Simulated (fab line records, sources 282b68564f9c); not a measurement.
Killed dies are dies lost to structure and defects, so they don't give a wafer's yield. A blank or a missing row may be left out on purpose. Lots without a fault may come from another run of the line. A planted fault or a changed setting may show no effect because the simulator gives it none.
A struck lot beside a sound one | flow rit_cmos | 15 steps out of a route of 202
Sound: wafers L331.2, L331.3, L331.6. Struck: wafers L324.4, L324.5, L324.6. The cause comes at the end.
At each step with rows: each side's tool, then ch and its chambers, then its first start. Under that, the readings that differ: sound wafers | struck wafers | difference of the means | sigmas: that difference in standard deviations of wafers without a fault.
alike: readings whose means differ by less than 2 such deviations, and words and numbers that are the same on both sides. not compared: withheld readings, readings that some wafer has no value for, bounds like >300 that may hide the same value, and numbers for which the record gives no deviation and whose values overlap.
The two part at a step that has a row with sigmas, a row that says differs or no value, or rows on one side only. Numbers that don't overlap but have no deviation are shown without sigmas and don't part them. A reading that every wafer of one side lacks parts them only if that side has two wafers or more.

first, 6 steps without rows for these wafers: RIT_CONTACT_HMDS_02 (prime time 60 s); RIT_CONTACT_COAT_03 (resist thk 1000 nm); RIT_CONTACT_SOFTBAKE_04 (time 60 s); RIT_CONTACT_EXPOSE_05 (exposes mask M11, target cd 1000 nm); RIT_CONTACT_PEB_06; RIT_CONTACT_DEVELOP_07 (develop time 121.9 s).
RIT_CONTACT_CD_MEAS_08: target cd 1000 nm.
  sound on cd_sem-02, day 6 07:16; struck on cd_sem-02, day 4 15:05
  alike: cd_nm
RIT_CONTACT_OVL_MEAS_09:
  sound on overlay-02, day 6 07:23; struck on overlay-02, day 4 15:10
  alike: CONTACT_OVL
then, 1 step without rows for these wafers: RIT_CONTACT_HARDBAKE_10 (time 60 s).
RIT_CONTACT_ETCH_11: etches SiO2 in CHF3/CF4/Ar, stops on TiSi2, target depth 480 nm, time 320 s.
  sound on rie_diel-04 ch 1,3, day 6 07:34; struck on rie_diel-04 ch 1,2,3, day 4 15:20
  alike: chamber_pressure_mTorr, drypump_motor_current_A, oes_product_au, throttle_valve_pct
  not compared: rf_hours_counter_h
RIT_CONTACT_STRIP_12: strips in O2, time 180 s.
  sound on plasma_asher-03 ch 0, day 6 07:45; struck on plasma_asher-01 ch 0,1, day 4 15:35
  alike: chamber_pressure_mTorr, drypump_motor_current_A
  not compared: rf_hours_counter_h
RIT_CONTACT_CD_MEAS_90: target cd 1000 nm.
  sound on cd_sem-01, day 6 07:57; struck on cd_sem-02, day 4 15:46
  alike: cd_nm
RIT_CONTACT_CLEAN_13: cleans in SC1, time 600 s.
  sound on wet_bench-03 ch 1, day 6 08:03; struck on wet_bench-02 ch 1, day 4 15:49
  reading          | sound       | struck      | difference | sigmas
  run_length_s (s) | 623 623 623 | 730 730 730 | +107       | +33
then, 1 step without rows for these wafers: RIT_CONTACT_CLEAN_14 (cleans in SC2, time 600 s).
RIT_M1_PROBE_99:
  sound on prober-01, day 6 12:28; struck on prober-02, day 4 20:31
  reading             | sound | struck  | difference | sigmas
  killed_at_front_end | 3 4 0 | 11 14 7 | +8         | +3
  killed_dies         | 4 4 0 | 11 14 7 | +8         | +2
  killed_open         | 1 2 0 | 7 6 4   | +5         | +2
  alike: killed_at_contacts, killed_short

WHERE THEY PART
First at RIT_CONTACT_CLEAN_13; last, within this record, at RIT_M1_PROBE_99.

WHY: what the simulator had put in
Process parameter drift: wet_bench-02, from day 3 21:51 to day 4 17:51, at RIT_CONTACT_CLEAN_13. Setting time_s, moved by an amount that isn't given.
